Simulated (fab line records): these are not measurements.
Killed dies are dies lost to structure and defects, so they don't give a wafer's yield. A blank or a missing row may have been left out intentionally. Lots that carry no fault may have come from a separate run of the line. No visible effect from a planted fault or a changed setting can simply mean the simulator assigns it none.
Which tool did it?    flow ritCmos    Sampling: 6 lots, 18 wafers, 2 of 202 route steps

== WHAT THE GAUGES READ, wafer by wafer ==
RIT_NLDD_OVL_MEAS_06.
lot   measured     on          NLDD_OVL (nm)
L547  day 2 22:49  overlay-02  2.2 3.3 1.2
L549  day 3 09:50  overlay-02  -148.9 -148.3 -147.4
L553  day 4 06:01  overlay-01  -149.1 -148.6 -147.3
L555  day 4 13:47  overlay-01  -3.2 -1.8 -3.6
L563  day 6 07:28  overlay-01  -0.4 -0.2 -1.3
L565  day 6 17:53  overlay-01  -1.2 0.6 -0.7

== EACH LOT AND THE TOOL THAT RAN IT (in order: tool; ch and the chambers of the sampled wafers; start) ==
lot   RIT_NLDD_EXPOSE_03
L547  ilineStepper-01 ch 0, day 2 22:25
L549  ilineStepper-01 ch 0, day 3 09:26
L553  ilineStepper-01 ch 0, day 4 05:37
L555  ilineStepper-02 ch 0, day 4 13:23
L563  ilineStepper-02 ch 0, day 6 07:06
L565  ilineStepper-02 ch 0, day 6 17:31
- RIT_NLDD_EXPOSE_03: exposes mask M7, target cd 40700 nm.

== THE ANSWER, worked out from the rows above alone ==
Rule: usual is defined by the lots themselves. Put in order of their means at a reading, lots are off if they are a third of the lots or fewer, leave a main group of 4 or more, and stand apart from it by a gap of 3 or more times the standard deviation of the main group's means; of several such gaps the widest counts. The tables above print the reading to a certain number of digits; a main group whose means all agree to those digits is not used. A lot without any number at a reading at which 4 lots or more have one is off too. Where the step has rows for the other lots, those lots are counted as sound.
Off: L549, L553, at RIT_NLDD_OVL_MEAS_06 (NLDD_OVL). Main group: mean -0.4 nm, sd 1.8.
A tool fits if, at a process step before that reading, it ran every lot that is off, and no sound lot after the first of them. Gauges at RIT_NLDD_OVL_MEAS_06: tried the same way as those tools. One fits: ilineStepper-01 at RIT_NLDD_EXPOSE_03. Its last sound lot is L547 (day 2 22:25), its first lot that is off L549 (day 3 09:26): a fault that began between those two fits.

== WHAT THE SIMULATOR HAD INSERTED ==
Scanner matching overlay: ilineStepper-01, from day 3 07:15 on, at RIT_NLDD_EXPOSE_03. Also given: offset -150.
Struck lots among those shown: L549, L553. The rule given above showed the same thing.
